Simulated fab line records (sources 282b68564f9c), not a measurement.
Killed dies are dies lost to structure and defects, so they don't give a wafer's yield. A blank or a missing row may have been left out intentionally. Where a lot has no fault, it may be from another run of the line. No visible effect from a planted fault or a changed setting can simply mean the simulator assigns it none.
8D (eight disciplines) problem report, filled in by code :: flow rit cmos :: the parts of the form that need people (team, actions taken, sign-off) are left out

== 1. THE PROBLEM ==
Mean of beam energy keV at RIT_NWELL_IMPLANT_08: 152.98 across 9 wafers in 3 lots; on wafers with no fault it is 170.00 (standard deviation 0.05). So: -99 or more standard deviations from the usual mean.
First observed at day 4 14:42: wafer L985.1, on implanter-02. The record holds 21 wafers of 7 lots with a number at this step. Rule for "out" (also "out of limits"): further than 4 standard deviations from the usual mean. Any other wafer with a number is counted as sound.

== 2. WHAT IT IS, AND WHAT IT ISN'T ==
question: which readings at this step
is: beam energy keV
is not: dose ions cm2

question: which lots
is: L985, L988, L989
is not: L973, L976, L986, L987

question: which wafers of those lots
is: all that have a number
is not: -

question: read on which tools
is: implanter-02
is not: implanter-04

question: when
is: from day 4 14:42
is not: up to then (6 sound wafers); but 6 sound wafers of L986, L987 came after

== 3. WHAT RULES OUT EACH SUSPECT ==
Counting: a tool stays on the suspect list if, at a process step up to the reading, it processed all lots that are out and no sound lot following the first of them.
- implanter-02 at RIT_NWELL_IMPLANT_08: kept. It processed each lot that is out, first L985 at day 4 14:42, and no sound lot thereafter; up to then, the last sound lot it processed was L976 at day 2 19:19. Its own readings are out on those wafers: beam energy keV.
The count leaves implanter-02 at RIT_NWELL_IMPLANT_08.

== 4. THE CAUSE (what the simulator had put in) ==
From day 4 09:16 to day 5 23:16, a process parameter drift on implanter-02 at RIT_NWELL_IMPLANT_08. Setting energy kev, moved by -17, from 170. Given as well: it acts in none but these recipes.
Counting left only this tool.

== 5. THE EFFECT CHAIN, in route order ==
One row per reading whose mean, taken over the struck wafers that have a number, lies over 3 standard deviations from the usual. Readings are gone through only where the record gives a usual standard deviation; hours: the median, over the lots, of the time from a lot's start at the first step in this table giving one to that lot's start at this step; sigmas: the change measured in usual standard deviations.
hours: 0
step: RIT_NWELL_IMPLANT_08
reading: beam energy keV
usual: 170.00
on struck wafers: 152.98
change: -17.02
sigmas: -99 or more
Its process steps:
- RIT_NWELL_IMPLANT_08

== 6. WHAT WOULD HAVE CAUGHT IT SOONER ==
The fault began at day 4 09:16; the first out-of-limits reading in this record came at day 4 14:42, 5 hours later.
